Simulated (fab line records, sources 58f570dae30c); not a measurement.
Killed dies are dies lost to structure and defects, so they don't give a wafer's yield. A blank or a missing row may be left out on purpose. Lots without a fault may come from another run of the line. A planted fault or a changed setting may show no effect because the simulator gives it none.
fab line records | flow berkeley_cmos170
record lots=5 wafers=15 last_day=11
route steps=331 shown PSD@181 NSD@187 BACKSIDE@199 SDANNEAL@204 PLDD@208 NLDD@209 SILICIDE@210 CONTACT@216
lots that met no fault: from a run of the same line without faults
start_h: hours from the record's first day to the start of the lot's first wafer shown | wait_h: hours since the lot's step before | " the same as in the row above | L1.1+2: a row that stands for several wafers | - no value, or no start given | * or withheld: withheld | < > ~ a bound
route shown NAME@n: a module of which the file shows steps, and the number in the route of the first | usual: mean/standard deviation of fault-free wafers | same: alike in all rows | chamber/n: place in a boat | sites: the reading at each site | _std_site: their standard deviation | _edge_site: outer sites' mean less inner sites' | radius_mm: how far each site lies from the wafer's centre | mask NAME#n: copy n | behind: the tool/chamber that last shaped the wafer | hold: why the lot was held/for how many hours/how that ended | device: the transistor (n, p or np) that didn't switch | end of line: the same wafers' tests at the end of the route | a step without rows: its recipe alone | killed: dies lost to structure and defects at the first sort, not the wafer's yield | map: a wafer's dies, x killed, . not, _ none there
set.NAME: the setting as run; set.NAME@STEP: as run at that earlier step | model.NAME: the simulator's own value behind a step, which no gauge read
lots at some steps of the route; a table a step, a row a wafer
services: from which hour (start_h, from the record's first day; less than 0 if before it) a tool's chamber was out of use, for how many hours, and why
## steps
# step UCB170_PSD_CD_MEAS_06
# recipe target_cd_nm=1200
# usual cd_nm=1199.7/1.7
# columns lot.wafer tool chamber start_h wait_h cd_nm
L075.2 cd_sem-02 - 147.32 - 1200.3
L075.3 " - " " 1200.8
L075.4 " - " " 1200.6
L076.1 cd_sem-02 - 160.16 - 1200.3
L076.4 " - " " 1199.1
L076.5 " - " " 1199.9
L084.4 cd_sem-02 - 189.97 - 1197.0
L084.5 " - " " 1199.6
L084.6 " - " " 1199.0
L091.1 cd_sem-02 - 214.45 - 1200.6
L091.4 " - " " 1201.0
L091.6 " - " " 1200.2
L092.1 cd_sem-02 - 229.30 - 1198.3
L092.2 " - " " 1199.1
L092.5 " - " " 1199.8
# step UCB170_PSD_OVL_MEAS_07
# usual PSD_OVL=-2/5.6
# columns lot.wafer tool chamber start_h wait_h PSD_OVL[nm]
L075.2 overlay-01 - 147.43 0.1 -2
L075.3 " - " " 7
L075.4 " - " " -8
L076.1 overlay-02 - 160.28 0.1 -1
L076.4 " - " " -9
L076.5 " - " " -3
L084.4 overlay-01 - 190.05 0.1 3
L084.5 " - " " -4
L084.6 " - " " -5
L091.1 overlay-01 - 214.57 0.1 3
L091.4 " - " " 0
L091.6 " - " " 5
L092.1 overlay-02 - 229.42 0.1 3
L092.2 " - " " -6
L092.5 " - " " -2
# step UCB170_PSD_IMPLANT_08
# recipe species=B dose_cm2=3.063e+15 energy_kev=20 tilt_deg=7
# usual dose_ions_cm2=3.064e+15/3.3e+12
# columns lot.wafer tool chamber start_h wait_h dose_ions_cm2
L075.2 implanter-02 0 147.49 0.0 3.064e+15
L075.3 " 0 " " 3.061e+15
L075.4 " 0 " " 3.061e+15
L076.1 implanter-02 0 160.31 0.0 3.061e+15
L076.4 " 0 " " 3.066e+15
L076.5 " 0 " " 3.064e+15
L084.4 implanter-03 0 190.14 0.1 3.063e+15
L084.5 " 0 " " 3.069e+15
L084.6 " 0 " " 3.07e+15
L091.1 implanter-02 0 214.61 0.0 3.061e+15
L091.4 " 0 " " 3.06e+15
L091.6 " 0 " " 3.064e+15
L092.1 implanter-01 0 229.45 0.0 3.061e+15
L092.2 " 0 " " 3.07e+15
L092.5 " 0 " " 3.069e+15
# step UCB170_PSD_STRIP_09
# recipe chemistry=O2 power_w=400 pressure_mtorr=3500 platen_temp_c=withheld o2_flow_sccm=400 overash_fraction=0.5
# usual drypump_motor_current_A=5.6/0.47 oes_product_au=0.598/0.0042 strip_time_to_endpoint_s=29.60/0.083
# same overash_fraction=0.5
# columns lot.wafer tool chamber start_h wait_h drypump_motor_current_A oes_product_au rf_hours_counter_h strip_time_to_endpoint_s
L075.2 plasma_asher-04 1 147.61 0.1 5.8 0.594 46 29.65
L075.3 " 1 " " 5.8 0.593 - 29.66
L075.4 " 0 " " 6.2 0.602 - 29.67
L076.1 plasma_asher-04 1 160.46 0.1 5.8 0.606 47 29.58
L076.4 " 0 " " 6.1 0.600 - 29.48
L076.5 " 1 " " 5.8 0.598 - 29.49
L084.4 plasma_asher-04 0 190.25 0.1 6.1 0.600 - 29.63
L084.5 " 0 " " 6.1 0.594 - 29.64
L084.6 " 1 " " 5.8 0.593 - 29.68
L091.1 plasma_asher-02 1 214.76 0.1 5.9 0.594 12 29.56
L091.4 " 0 " " 4.8 0.594 - 29.66
L091.6 " 0 " " 4.8 0.589 - 29.65
L092.1 plasma_asher-03 0 229.60 0.1 5.3 0.596 46 29.66
L092.2 " 1 " " 5.1 0.599 46 29.71
L092.5 " 0 " " 5.3 0.603 - 29.69
# step UCB170_PSD_TW_MEAS_10
# usual PSD_TW=2344/21
# columns lot.wafer tool chamber start_h wait_h PSD_TW
L075.2 film_metro-03 - 147.72 0.1 2363
L075.3 " - " " 2361
L075.4 " - " " 2362
L076.1 film_metro-01 - 160.56 0.1 2335
L076.4 " - " " 2333
L076.5 " - " " 2338
L084.4 film_metro-03 - 190.35 0.1 2371
L084.5 " - " " 2364
L084.6 " - " " 2356
L091.1 film_metro-01 - 214.86 0.1 2356
L091.4 " - " " 2361
L091.6 " - " " 2353
L092.1 film_metro-02 - 229.70 0.1 2306
L092.2 " - " " 2308
L092.5 " - " " 2322
# step UCB170_PSD_CLEAN_11
# recipe chemistry=SPM temp_c=120 time_s=600
# columns lot.wafer tool chamber start_h wait_h
L075.2+3+4 wet_bench-04 0 150.91 3.2
L076.1+4+5 wet_bench-01 2 160.67 0.1
L084.4+5+6 wet_bench-01 2 190.38 0.0
L091.1+4+6 wet_bench-02 1 214.92 0.1
L092.1+2+5 wet_bench-01 0 233.19 3.5
# step UCB170_NSD_HMDS_00
# recipe prime_time_s=60 prime_temp_c=100
# columns lot.wafer tool chamber start_h wait_h
L075.2+3+4 litho_track-01 0 151.21 0.1
L076.1+4+5 litho_track-01 0 161.13 0.2
L084.4+5+6 litho_track-01 0 190.90 0.3
L091.1+4+6 litho_track-01 0 215.34 0.3
L092.1+2+5 litho_track-03 0 233.38 0.0
# step UCB170_NSD_COAT_01
# recipe resist=KrF spin_rpm=1500 resist_thk_nm=900
# columns lot.wafer tool chamber start_h wait_h
L075.2+3+4 litho_track-01 0 151.36 0.1
L076.1+4+5 litho_track-01 0 161.28 0.1
L084.4+5+6 litho_track-01 0 191.05 0.1
L091.1+4+6 litho_track-01 0 215.49 0.1
L092.1+2+5 litho_track-03 0 233.53 0.1
# step UCB170_NSD_SOFTBAKE_02
# recipe resist=KrF temp_c=130 time_s=60
# columns lot.wafer tool chamber start_h wait_h
L075.2+3+4 litho_track-01 0 151.51 0.1
L076.1+4+5 litho_track-01 0 161.43 0.1
L084.4+5+6 litho_track-01 0 191.20 0.1
L091.1+4+6 litho_track-01 0 215.64 0.1
L092.1+2+5 litho_track-03 0 233.68 0.1
# step UCB170_NSD_EXPOSE_03
# recipe mask_id=NSELECT_MOD na=0.5 sigma_outer=0.6 source_shape=conventional target_cd_nm=1200 dose_mj=30
# usual focus_offset_nm=0.1/0.42
# columns lot.wafer tool chamber start_h wait_h mask focus_offset_nm
L075.2 krf_scanner-01 0 151.74 0.2 NSELECT_MOD#0 -0.2
L075.3 " 0 " " NSELECT_MOD#0 1.1
L075.4 " 0 " " NSELECT_MOD#0 0.4
L076.1 krf_scanner-01 0 161.59 0.1 NSELECT_MOD#0 0.9
L076.4 " 0 " " NSELECT_MOD#0 0.2
L076.5 " 0 " " NSELECT_MOD#0 0.6
L084.4 krf_scanner-02 0 191.33 0.1 NSELECT_MOD#0 0.3
L084.5 " 0 " " NSELECT_MOD#0 0.5
L084.6 " 0 " " NSELECT_MOD#0 0.3
L091.1 krf_scanner-01 0 215.94 0.3 NSELECT_MOD#0 0.3
L091.4 " 0 " " NSELECT_MOD#0 0.3
L091.6 " 0 " " NSELECT_MOD#0 0.1
L092.1 krf_scanner-01 0 233.96 0.2 NSELECT_MOD#0 -0.2
L092.2 " 0 " " NSELECT_MOD#0 0.0
L092.5 " 0 " " NSELECT_MOD#0 -0.1
# step UCB170_NSD_PEB_04
# recipe peb_temp_c=130 peb_time_s=withheld resist=KrF
# columns lot.wafer tool chamber start_h wait_h
L075.2+3+4 litho_track-03 0 152.56 0.8
L076.1+4+5 litho_track-01 0 162.03 0.4
L084.4+5+6 litho_track-02 0 191.71 0.4
L091.1+4+6 litho_track-03 0 216.37 0.4
L092.1+2+5 litho_track-03 0 234.28 0.3
# step UCB170_NSD_DEVELOP_05
# recipe developer=TMAH develop_time_s=45 resist=KrF dev_temp_c=21
# columns lot.wafer tool chamber start_h wait_h
L075.2+3+4 litho_track-03 0 - -
L076.1+4+5 litho_track-01 0 - -
L084.4+5+6 litho_track-02 0 - -
L091.1+4+6 litho_track-03 0 - -
L092.1+2+5 litho_track-03 0 - -
# step UCB170_NSD_CD_MEAS_06
# recipe target_cd_nm=1200
# usual cd_nm=1199.8/1.6
# columns lot.wafer tool chamber start_h wait_h cd_nm
L075.2 cd_sem-01 - 152.83 - 1199.5
L075.3 " - " " 1199.5
L075.4 " - " " 1200.1
L076.1 cd_sem-02 - 162.30 - 1203.9
L076.4 " - " " 1203.5
L076.5 " - " " 1202.2
L084.4 cd_sem-01 - 191.97 - 1197.5
L084.5 " - " " 1197.8
L084.6 " - " " 1198.7
L091.1 cd_sem-01 - 216.65 - 1199.7
L091.4 " - " " 1199.0
L091.6 " - " " 1199.3
L092.1 cd_sem-01 - 234.56 - 1201.0
L092.2 " - " " 1200.2
L092.5 " - " " 1200.6
# step UCB170_NSD_OVL_MEAS_07
# usual NSD_OVL=-3/5.1
# columns lot.wafer tool chamber start_h wait_h NSD_OVL[nm]
L075.2 overlay-01 - 152.94 0.1 3
L075.3 " - " " 8
L075.4 " - " " 0
L076.1 overlay-02 - 162.42 0.1 -6
L076.4 " - " " 2
L076.5 " - " " -5
L084.4 overlay-01 - 192.05 0.1 1
L084.5 " - " " 0
L084.6 " - " " 3
L091.1 overlay-02 - 216.77 0.1 -6
L091.4 " - " " -3
L091.6 " - " " -6
L092.1 overlay-01 - 234.68 0.1 3
L092.2 " - " " 3
L092.5 " - " " -2
# step UCB170_NSD_IMPLANT_08
# recipe species=P dose_cm2=3e+15 energy_kev=40 tilt_deg=7
# usual dose_ions_cm2=2.999e+15/3.1e+12
# columns lot.wafer tool chamber start_h wait_h dose_ions_cm2
L075.2 implanter-02 0 152.99 0.0 3.001e+15
L075.3 " 0 " " 2.996e+15
L075.4 " 0 " " 2.998e+15
L076.1 implanter-03 0 162.46 0.0 2.993e+15
L076.4 " 0 " " 2.997e+15
L076.5 " 0 " " 2.998e+15
L084.4 implanter-03 0 192.14 0.1 2.998e+15
L084.5 " 0 " " 3e+15
L084.6 " 0 " " 3e+15
L091.1 implanter-04 0 216.80 0.0 3.003e+15
L091.4 " 0 " " 3.005e+15
L091.6 " 0 " " 2.998e+15
L092.1 implanter-03 0 234.71 0.0 2.996e+15
L092.2 " 0 " " 2.998e+15
L092.5 " 0 " " 2.997e+15
# step UCB170_NSD_STRIP_09
# recipe chemistry=O2 power_w=400 pressure_mtorr=3500 platen_temp_c=withheld o2_flow_sccm=400 overash_fraction=0.5
# usual drypump_motor_current_A=5.4/0.42 oes_product_au=0.535/0.0044 strip_time_to_endpoint_s=35.83/0.074
# same overash_fraction=0.5
# columns lot.wafer tool chamber start_h wait_h drypump_motor_current_A oes_product_au rf_hours_counter_h strip_time_to_endpoint_s
L075.2 plasma_asher-01 0 153.12 0.1 5.5 0.538 40 35.82
L075.3 " 1 " " 5.9 0.536 - 35.87
L075.4 " 0 " " 5.5 0.531 - 35.81
L076.1 plasma_asher-02 1 162.61 0.1 5.9 0.536 5 35.90
L076.4 " 1 " " 5.9 0.528 - 35.93
L076.5 " 1 " " 5.9 0.536 - 35.90
L084.4 plasma_asher-02 1 192.25 0.1 5.9 0.537 - 35.91
L084.5 " 1 " " 5.9 0.538 - 35.86
L084.6 " 0 " " 4.8 0.533 - 35.83
L091.1 plasma_asher-01 0 216.95 0.1 5.5 0.532 48 35.82
L091.4 " 0 " " 5.5 0.527 - 35.78
L091.6 " 0 " " 5.5 0.537 - 35.86
L092.1 plasma_asher-03 1 234.86 0.1 5.1 0.534 47 35.88
L092.2 " 0 " " 5.3 0.536 47 35.81
L092.5 " 1 " " 5.1 0.538 - 35.84
# step UCB170_NSD_TW_MEAS_10
# usual NSD_TW=4184/43
# columns lot.wafer tool chamber start_h wait_h NSD_TW
L075.2 film_metro-01 - 153.26 0.1 4189
L075.3 " - " " 4197
L075.4 " - " " 4204
L076.1 film_metro-01 - 162.71 0.1 4189
L076.4 " - " " 4183
L076.5 " - " " 4184
L084.4 film_metro-02 - 192.35 0.1 4134
L084.5 " - " " 4123
L084.6 " - " " 4138
L091.1 film_metro-02 - 217.05 0.1 4129
L091.4 " - " " 4118
L091.6 " - " " 4132
L092.1 film_metro-02 - 234.96 0.1 4082
L092.2 " - " " 4103
L092.5 " - " " 4115
# step UCB170_NSD_CLEAN_11
# recipe chemistry=SPM temp_c=120 time_s=600
# columns lot.wafer tool chamber start_h wait_h
L075.2+3+4 wet_bench-03 3 153.60 0.3
L076.1+4+5 wet_bench-04 3 162.94 0.2
L084.4+5+6 wet_bench-03 0 192.38 0.0
L091.1+4+6 wet_bench-02 3 217.24 0.2
L092.1+2+5 wet_bench-03 1 235.02 0.1
# step UCB170_BACKSIDE_HMDS_00
# recipe prime_time_s=60 prime_temp_c=100
# columns lot.wafer tool chamber start_h wait_h
L075.2+3+4 litho_track-03 0 154.46 0.7
L076.1+4+5 litho_track-03 0 163.66 0.5
L084.4+5+6 litho_track-01 0 192.64 0.1
L091.1+4+6 litho_track-03 0 217.42 0.0
L092.1+2+5 litho_track-04 0 235.45 0.3
# step UCB170_BACKSIDE_COAT_01
# recipe resist=KrF spin_rpm=1500 resist_thk_nm=900
# columns lot.wafer tool chamber start_h wait_h
L075.2+3+4 litho_track-03 0 154.61 0.1
L076.1+4+5 litho_track-03 0 163.81 0.1
L084.4+5+6 litho_track-01 0 192.79 0.1
L091.1+4+6 litho_track-03 0 217.57 0.1
L092.1+2+5 litho_track-04 0 235.60 0.1
# step UCB170_BACKSIDE_SOFTBAKE_02
# recipe resist=KrF temp_c=130 time_s=60
# columns lot.wafer tool chamber start_h wait_h
L075.2+3+4 litho_track-03 0 154.76 0.1
L076.1+4+5 litho_track-03 0 163.96 0.1
L084.4+5+6 litho_track-01 0 192.94 0.1
L091.1+4+6 litho_track-03 0 217.72 0.1
L092.1+2+5 litho_track-04 0 235.75 0.1
# step UCB170_BACKSIDE_STRIP_03
# recipe chemistry=O2 power_w=400 pressure_mtorr=3500 platen_temp_c=withheld o2_flow_sccm=400 overash_fraction=0.5
# usual drypump_motor_current_A=5.6/0.5 oes_product_au=0.735/0.0043 strip_time_to_endpoint_s=21.97/0.053
# same overash_fraction=0.5
# columns lot.wafer tool chamber start_h wait_h drypump_motor_current_A oes_product_au rf_hours_counter_h strip_time_to_endpoint_s
L075.2 plasma_asher-02 0 154.88 0.1 4.8 0.739 4 21.96
L075.3 " 1 " " 5.9 0.735 - 22.03
L075.4 " 0 " " 4.8 0.733 - 22.08
L076.1 plasma_asher-02 0 164.11 0.1 4.8 0.735 6 22.01
L076.4 " 0 " " 4.8 0.728 - 21.96
L076.5 " 0 " " 4.8 0.735 - 22.01
L084.4 plasma_asher-01 1 193.05 0.1 5.9 0.730 - 21.99
L084.5 " 0 " " 5.5 0.739 - 21.94
L084.6 " 1 " " 5.9 0.734 - 22.01
L091.1 plasma_asher-01 0 217.87 0.1 5.5 0.734 48 21.85
L091.4 " 1 " " 5.9 0.739 - 21.87
L091.6 " 0 " " 5.5 0.738 - 21.91
L092.1 plasma_asher-02 0 235.90 0.1 4.8 0.735 14 21.90
L092.2 " 1 " " 5.9 0.735 14 21.99
L092.5 " 1 " " 6.0 0.735 - 21.94
# step UCB170_BACKSIDE_CLEAN_04
# recipe chemistry=SPM temp_c=120 time_s=600
# columns lot.wafer tool chamber start_h wait_h
L075.2+3+4 wet_bench-03 1 154.98 0.1
L076.1+4+5 wet_bench-04 3 164.21 0.1
L084.4+5+6 wet_bench-03 0 193.12 0.0
L091.1+4+6 wet_bench-03 0 220.29 2.4
L092.1+2+5 wet_bench-03 0 236.00 0.1
# step UCB170_SDANNEAL_RTA_00
# recipe temp_c=900 time_s=10 ambient=N2
# usual lamp_power_pct=30.0/0.8 wafer_temp_C_max=903.3/1
# columns lot.wafer tool chamber start_h wait_h lamp_power_pct wafer_temp_C_max
L075.2 rtp_anneal-01 0 155.17 0.0 29.3 903.5
L075.3 " 0 " " 29.3 904.8
L075.4 " 0 " " 29.3 902.8
L076.1 rtp_anneal-01 0 164.39 0.0 29.3 903.6
L076.4 " 0 " " 29.3 903.0
L076.5 " 0 " " 29.3 903.7
L084.4 rtp_anneal-02 0 193.34 0.0 30.9 902.8
L084.5 " 0 " " 30.9 903.6
L084.6 " 0 " " 30.9 903.5
L091.1 rtp_anneal-01 0 220.59 0.1 29.3 904.2
L091.4 " 0 " " 29.3 904.2
L091.6 " 0 " " 29.3 903.7
L092.1 rtp_anneal-01 0 236.18 0.0 29.3 903.8
L092.2 " 0 " " 29.3 903.3
L092.5 " 0 " " 29.3 904.6
# step UCB170_SDANNEAL_RTA_01
# recipe temp_c=1050 time_s=5 ambient=N2
# usual lamp_power_pct=46.3/1.2 wafer_temp_C_max=1053.9/1.2
# columns lot.wafer tool chamber start_h wait_h lamp_power_pct wafer_temp_C_max
L075.2 rtp_anneal-01 0 155.24 0.1 45.2 1055.5
L075.3 " 0 " " 45.2 1055.5
L075.4 " 0 " " 45.2 1055.1
L076.1 rtp_anneal-01 0 164.45 0.1 45.2 1054.1
L076.4 " 0 " " 45.2 1055.2
L076.5 " 0 " " 45.1 1054.7
L084.4 rtp_anneal-02 0 193.41 0.1 47.8 1052.8
L084.5 " 0 " " 47.6 1053.5
L084.6 " 0 " " 47.7 1053.2
L091.1 rtp_anneal-01 0 220.65 0.1 45.2 1053.4
L091.4 " 0 " " 45.2 1055.5
L091.6 " 0 " " 45.1 1054.2
L092.1 rtp_anneal-01 0 236.25 0.1 45.2 1054.8
L092.2 " 0 " " 45.1 1054.7
L092.5 " 0 " " 45.2 1055.0
# step UCB170_SDANNEAL_RS_MEAS_02
# recipe thk_meas_gauge=four-point-probe
# usual PSD_RS=74.46/0.27
# columns lot.wafer tool chamber start_h wait_h PSD_RS[ohm/sq]
L075.2 film_metro-01 - 155.30 0.1 74.38
L075.3 " - " " 74.33
L075.4 " - " " 74.29
L076.1 film_metro-03 - 164.51 0.0 74.49
L076.4 " - " " 74.84
L076.5 " - " " 74.88
L084.4 film_metro-02 - 193.50 0.1 74.44
L084.5 " - " " 74.26
L084.6 " - " " 74.26
L091.1 film_metro-03 - 220.71 0.0 74.44
L091.4 " - " " 74.31
L091.6 " - " " 73.96
L092.1 film_metro-01 - 236.30 0.0 74.26
L092.2 " - " " 74.24
L092.5 " - " " 74.58
# step UCB170_SDANNEAL_RS_MEAS_03
# recipe thk_meas_gauge=four-point-probe
# usual NSD_RS=37.28/0.081
# columns lot.wafer tool chamber start_h wait_h NSD_RS[ohm/sq]
L075.2 film_metro-01 - 155.42 0.1 37.27
L075.3 " - " " 37.15
L075.4 " - " " 37.28
L076.1 film_metro-03 - 164.63 0.1 37.26
L076.4 " - " " 37.26
L076.5 " - " " 37.22
L084.4 film_metro-02 - 193.62 0.1 37.17
L084.5 " - " " 37.29
L084.6 " - " " 37.28
L091.1 film_metro-03 - 220.83 0.1 37.10
L091.4 " - " " 37.15
L091.6 " - " " 37.21
L092.1 film_metro-01 - 236.42 0.1 37.34
L092.2 " - " " 37.45
L092.5 " - " " 37.53
# step UCB170_SDANNEAL_RS_MEAS_04
# recipe thk_meas_gauge=four-point-probe
# usual PLDD_RS=1032.3/2.9
# columns lot.wafer tool chamber start_h wait_h PLDD_RS[ohm/sq]
L075.2 film_metro-01 - 155.54 0.1 1036.8
L075.3 " - " " 1034.1
L075.4 " - " " 1035.1
L076.1 film_metro-03 - 164.75 0.1 1031.2
L076.4 " - " " 1030.9
L076.5 " - " " 1030.9
L084.4 film_metro-02 - 193.74 0.1 1030.6
L084.5 " - " " 1028.5
L084.6 " - " " 1025.0
L091.1 film_metro-03 - 220.95 0.1 1028.9
L091.4 " - " " 1028.4
L091.6 " - " " 1031.7
L092.1 film_metro-01 - 236.54 0.1 1031.1
L092.2 " - " " 1029.0
L092.5 " - " " 1027.9
# step UCB170_SDANNEAL_RS_MEAS_05
# recipe thk_meas_gauge=four-point-probe
# usual NLDD_RS=618.5/1.5
# columns lot.wafer tool chamber start_h wait_h NLDD_RS[ohm/sq]
L075.2 film_metro-01 - 155.66 0.1 619.0
L075.3 " - " " 619.0
L075.4 " - " " 617.7
L076.1 film_metro-03 - 164.87 0.1 616.3
L076.4 " - " " 618.1
L076.5 " - " " 615.9
L084.4 film_metro-02 - 193.86 0.1 618.7
L084.5 " - " " 617.4
L084.6 " - " " 618.5
L091.1 film_metro-03 - 221.07 0.1 620.3
L091.4 " - " " 619.5
L091.6 " - " " 619.1
L092.1 film_metro-01 - 236.66 0.1 619.4
L092.2 " - " " 618.7
L092.5 " - " " 620.1
# step UCB170_SILICIDE_PRE_CLEAN_00
# recipe gas=Ar preclean_etch_time_s=60
# columns lot.wafer tool chamber start_h wait_h
L075.2+3+4 pvd_sputter-03 - 155.76 0.1
L076.1+4+5 pvd_sputter-01 - 164.99 0.1
L084.4+5+6 pvd_sputter-03 - 193.92 0.0
L091.1+4+6 pvd_sputter-04 - 221.19 0.1
L092.1+2+5 pvd_sputter-01 - 236.78 0.1
# step UCB170_SILICIDE_SPUTTER_01
# recipe material=Ti target_thk_nm=30 time_s=26.09 power_w=1500 chamber_pressure_pa=0.5
# usual throttle_valve_pct=30.2/0.78
# columns lot.wafer tool chamber start_h wait_h throttle_valve_pct
L075.2 pvd_sputter-03 - 155.83 0.0 29.2
L075.3 " - " " 29.2
L075.4 " - " " 30.3
L076.1 pvd_sputter-01 - 165.06 0.0 29.0
L076.4 " - " " 31.7
L076.5 " - " " 28.9
L084.4 pvd_sputter-03 - 193.98 0.0 29.5
L084.5 " - " " 30.4
L084.6 " - " " 30.0
L091.1 pvd_sputter-04 - 221.26 0.0 30.7
L091.4 " - " " 31.3
L091.6 " - " " 30.3
L092.1 pvd_sputter-01 - 236.85 0.0 30.6
L092.2 " - " " 29.0
L092.5 " - " " 28.8
# step UCB170_SILICIDE_RS_MEAS_02
# recipe thk_meas_gauge=four-point-probe reads=Ti_of_SILICIDE_SPUTTER_01
# usual SILICIDE_TI_RS=24.8/0.41
# columns lot.wafer tool chamber start_h wait_h SILICIDE_TI_RS[ohm/sq]
L075.2 film_metro-03 - 155.89 0.0 24.7
L075.3 " - " " 24.5
L075.4 " - " " 24.5
L076.1 film_metro-04 - 165.09 0.0 25.1
L076.4 " - " " 25.4
L076.5 " - " " 25.2
L084.4 film_metro-02 - 194.07 0.1 25.1
L084.5 " - " " 24.8
L084.6 " - " " 25.5
L091.1 film_metro-04 - 221.34 0.1 24.3
L091.4 " - " " 24.8
L091.6 " - " " 24.4
L092.1 film_metro-04 - 236.96 0.1 25.3
L092.2 " - " " 25.5
L092.5 " - " " 25.5
# step UCB170_SILICIDE_THK_MEAS_03
# recipe thk_meas_gauge=xrf reads=Ti_of_SILICIDE_SPUTTER_01
# usual SILICIDE_TI_THK=31.6/0.45
# columns lot.wafer tool chamber start_h wait_h SILICIDE_TI_THK[nm]
L075.2 film_metro-03 - 156.00 0.1 31.8
L075.3 " - " " 31.9
L075.4 " - " " 31.9
L076.1 film_metro-04 - 165.21 0.1 31.3
L076.4 " - " " 30.9
L076.5 " - " " 31.2
L084.4 film_metro-02 - 194.16 0.1 31.8
L084.5 " - " " 31.8
L084.6 " - " " 31.5
L091.1 film_metro-04 - 221.46 0.1 32.3
L091.4 " - " " 31.6
L091.6 " - " " 32.2
L092.1 film_metro-04 - 237.08 0.1 31.3
L092.2 " - " " 30.9
L092.5 " - " " 31.2
# step UCB170_SILICIDE_RTA_04
# recipe temp_c=650 time_s=15 ambient=N2
# usual lamp_power_pct=12.9/0.34 wafer_temp_C_max=652.2/0.81
# columns lot.wafer tool chamber start_h wait_h lamp_power_pct wafer_temp_C_max
L075.2 rtp_anneal-02 0 156.06 0.1 13.3 652.2
L075.3 " 0 " " 13.2 651.9
L075.4 " 0 " " 13.2 651.4
L076.1 rtp_anneal-02 0 165.27 0.1 13.3 651.8
L076.4 " 0 " " 13.2 651.3
L076.5 " 0 " " 13.2 651.5
L084.4 rtp_anneal-01 0 194.23 0.1 12.6 653.8
L084.5 " 0 " " 12.6 653.4
L084.6 " 0 " " 12.5 653.0
L091.1 rtp_anneal-02 0 221.52 0.1 13.2 651.2
L091.4 " 0 " " 13.2 651.1
L091.6 " 0 " " 13.2 652.0
L092.1 rtp_anneal-01 0 237.20 0.1 12.6 653.1
L092.2 " 0 " " 12.6 654.6
L092.5 " 0 " " 12.6 652.8
# step UCB170_SILICIDE_WET_ETCH_05
# recipe chemistry=SPM time_s=45 temp_c=120 target=Ti
# columns lot.wafer tool chamber start_h wait_h
L075.2+3+4 wet_bench-02 3 156.25 0.2
L076.1+4+5 wet_bench-02 2 165.39 0.1
L084.4+5+6 wet_bench-03 1 194.27 0.0
L091.1+4+6 wet_bench-01 0 221.63 0.1
L092.1+2+5 wet_bench-03 3 240.68 3.5
# step UCB170_CONTACT_CLEAN_00
# recipe chemistry=SPM temp_c=120 time_s=600
# columns lot.wafer tool chamber start_h wait_h
L075.2+3+4 wet_bench-03 2 156.27 0.0
L076.1+4+5 wet_bench-02 3 165.41 0.0
L084.4+5+6 wet_bench-03 1 194.29 0.0
L091.1+4+6 wet_bench-01 2 221.65 0.0
L092.1+2+5 wet_bench-03 3 240.72 0.0
# step UCB170_CONTACT_CVD_01
# recipe material=PSG target_thk_nm=700 temp_c=450 precursor=SiH4/O2/PH3 time_s=2820 pressure_mtorr=300 sih4_flow_sccm=60 o2_flow_sccm=90 ph3_flow_sccm=25
# usual zone_power_load_pct=6.6/0.87 zone_power_source_pct=7.1/0.74
# columns lot.wafer tool chamber start_h wait_h zone_power_load_pct zone_power_source_pct
L075.2 lpcvd-02 1 156.91 0.5 5.9 6.6
L075.3 " 1 " " 6.1 6.5
L075.4 " 1 " " 6.1 6.5
L076.1 lpcvd-01 1 166.50 0.9 8.5 6.1
L076.4 " 1 " " 8.4 6.0
L076.5 " 1 " " 8.4 6.1
L084.4 lpcvd-02 0 195.39 0.9 6.3 8.1
L084.5 " 0 " " 6.2 7.8
L084.6 " 0 " " 6.2 8.0
L091.1 lpcvd-02 1 222.32 0.5 6.1 6.6
L091.4 " 1 " " 6.0 6.4
L091.6 " 1 " " 6.1 6.5
L092.1 lpcvd-02 1 240.90 0.0 6.0 6.5
L092.2 " 1 " " 6.1 6.5
L092.5 " 1 " " 6.1 6.6
# step UCB170_CONTACT_THK_MEAS_02
# recipe reads=PSG_of_CONTACT_CVD_01
# usual CONTACT_PSG_THK=700/5.7
# columns lot.wafer tool chamber start_h wait_h CONTACT_PSG_THK[nm]
L075.2 film_metro-01 - 158.82 0.1 697
L075.3 " - " " 695
L075.4 " - " " 698
L076.1 film_metro-01 - 168.29 0.0 708
L076.4 " - " " 706
L076.5 " - " " 705
L084.4 film_metro-02 - 197.20 0.0 687
L084.5 " - " " 691
L084.6 " - " " 692
L091.1 film_metro-04 - 225.05 0.1 693
L091.4 " - " " 696
L091.6 " - " " 702
L092.1 film_metro-01 - 242.74 0.1 704
L092.2 " - " " 705
L092.5 " - " " 703
# step UCB170_CONTACT_HMDS_03
# recipe prime_time_s=60 prime_temp_c=100
# columns lot.wafer tool chamber start_h wait_h
L075.2+3+4 litho_track-01 0 159.35 0.5
L076.1+4+5 litho_track-01 0 168.35 0.1
L084.4+5+6 litho_track-04 0 197.82 0.6
L091.1+4+6 litho_track-01 0 225.50 0.4
L092.1+2+5 litho_track-04 0 243.78 1.0
# step UCB170_CONTACT_COAT_04
# recipe resist=KrF spin_rpm=1500 resist_thk_nm=900
# columns lot.wafer tool chamber start_h wait_h
L075.2+3+4 litho_track-01 0 159.50 0.1
L076.1+4+5 litho_track-01 0 168.50 0.1
L084.4+5+6 litho_track-04 0 197.97 0.1
L091.1+4+6 litho_track-01 0 225.65 0.1
L092.1+2+5 litho_track-04 0 243.93 0.1
# step UCB170_CONTACT_SOFTBAKE_05
# recipe resist=KrF temp_c=130 time_s=60
# columns lot.wafer tool chamber start_h wait_h
L075.2+3+4 litho_track-01 0 159.65 0.1
L076.1+4+5 litho_track-01 0 168.65 0.1
L084.4+5+6 litho_track-04 0 198.12 0.1
L091.1+4+6 litho_track-01 0 225.80 0.1
L092.1+2+5 litho_track-04 0 244.08 0.1
## services
# columns tool chamber start_h hours kind
krf_scanner-02 - 124.41 0.8 pm
wet_bench-04 - 124.90 1.9 pm
krf_scanner-02 - 129.46 1.0 repair
krf_scanner-01 0 129.47 - calibration
krf_scanner-02 - 129.86 9.8 repair
implanter-01 - 137.39 53.7 pm
plasma_asher-01 - 138.32 4.1 repair
implanter-03 - 139.13 6.0 repair
krf_scanner-01 - 139.62 1.0 pm
krf_scanner-01 - 140.62 4.0 pm
plasma_asher-04 - 141.74 1.0 repair
krf_scanner-01 - 155.28 1.3 pm
krf_scanner-02 - 161.38 1.0 pm
krf_scanner-01 - 174.56 4.4 pm
implanter-02 - 199.10 3.2 pm
implanter-01 - 201.55 1.8 repair
pvd_sputter-01 - 203.03 27.5 repair
implanter-03 - 206.74 25.7 pm
implanter-04 - 221.61 2.6 repair
krf_scanner-01 - 225.55 0.4 repair
krf_scanner-02 - 231.27 1.3 pm
plasma_asher-01 - 232.08 2.8 repair
krf_scanner-02 - 232.57 0.8 pm
implanter-01 - 240.00 2.5 repair
## key
fault none
